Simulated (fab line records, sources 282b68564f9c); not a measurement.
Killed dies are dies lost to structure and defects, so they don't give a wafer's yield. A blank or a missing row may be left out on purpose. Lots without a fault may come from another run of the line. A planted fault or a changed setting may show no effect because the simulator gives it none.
Which tool did it? | flow rit_cmos | 7 lots, 21 wafers sampled, at 2 steps of a route of 202

WHAT THE GAUGES READ, wafer by wafer
RIT_PWELL_TW_MEAS_10.
lot  | measured    | on            | PWELL_TW
L725 | day 2 10:08 | film_metro-04 | 946 944 946
L728 | day 2 23:47 | film_metro-04 | 949 945 948
L730 | day 3 09:17 | film_metro-02 | 933 932 932
L732 | day 3 20:34 | film_metro-04 | 955 957 951
L735 | day 4 10:43 | film_metro-02 | 869 870 876
L742 | day 5 22:41 | film_metro-02 | 940 937 942
L745 | day 6 13:22 | film_metro-03 | 932 926 928

WHICH TOOL RAN EACH LOT (tool, then ch and the chambers of the sampled wafers, then the start)
lot  | RIT_PWELL_IMPLANT_08
L725 | implanter-02 ch 0, day 2 09:49
L728 | implanter-03 ch 0, day 2 23:29
L730 | implanter-01 ch 0, day 3 08:58
L732 | implanter-02 ch 0, day 3 20:14
L735 | implanter-03 ch 0, day 4 10:24
L742 | implanter-02 ch 0, day 5 22:23
L745 | implanter-02 ch 0, day 6 13:04
- RIT_PWELL_IMPLANT_08

THE ANSWER, worked out from the rows above alone
Rule: what is usual is taken from the lots themselves. Put in order of their means at a reading, lots are off if they are a third of the lots or fewer, leave a main group of 4 or more, and stand apart from it by a gap of 3 or more times the standard deviation of the main group's means; of several such gaps the widest counts. A main group whose means are all the same, to the digits that the tables above print for the reading, isn't used. A lot without any number at a reading at which 4 lots or more have one is off too. The other lots that the step has rows for count as sound.
Off: L735, at RIT_PWELL_TW_MEAS_10 (PWELL_TW). The main group: mean 941, standard deviation 8.8.
A tool fits if, at a process step before that reading, it ran every lot that is off, and no sound lot after the first of them. The gauges at RIT_PWELL_TW_MEAS_10 are tried like those tools. One fits: implanter-03 at RIT_PWELL_IMPLANT_08. Its last sound lot is L728 (day 2 23:29), its first lot that is off L735 (day 4 10:24): a fault that began between those two fits.

WHAT THE SIMULATOR HAD PUT IN
Process parameter drift: implanter-03, from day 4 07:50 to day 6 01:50, at RIT_PWELL_IMPLANT_08. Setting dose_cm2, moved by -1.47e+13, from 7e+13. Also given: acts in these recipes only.
Lots struck among those shown: L735. The rule above found the same.
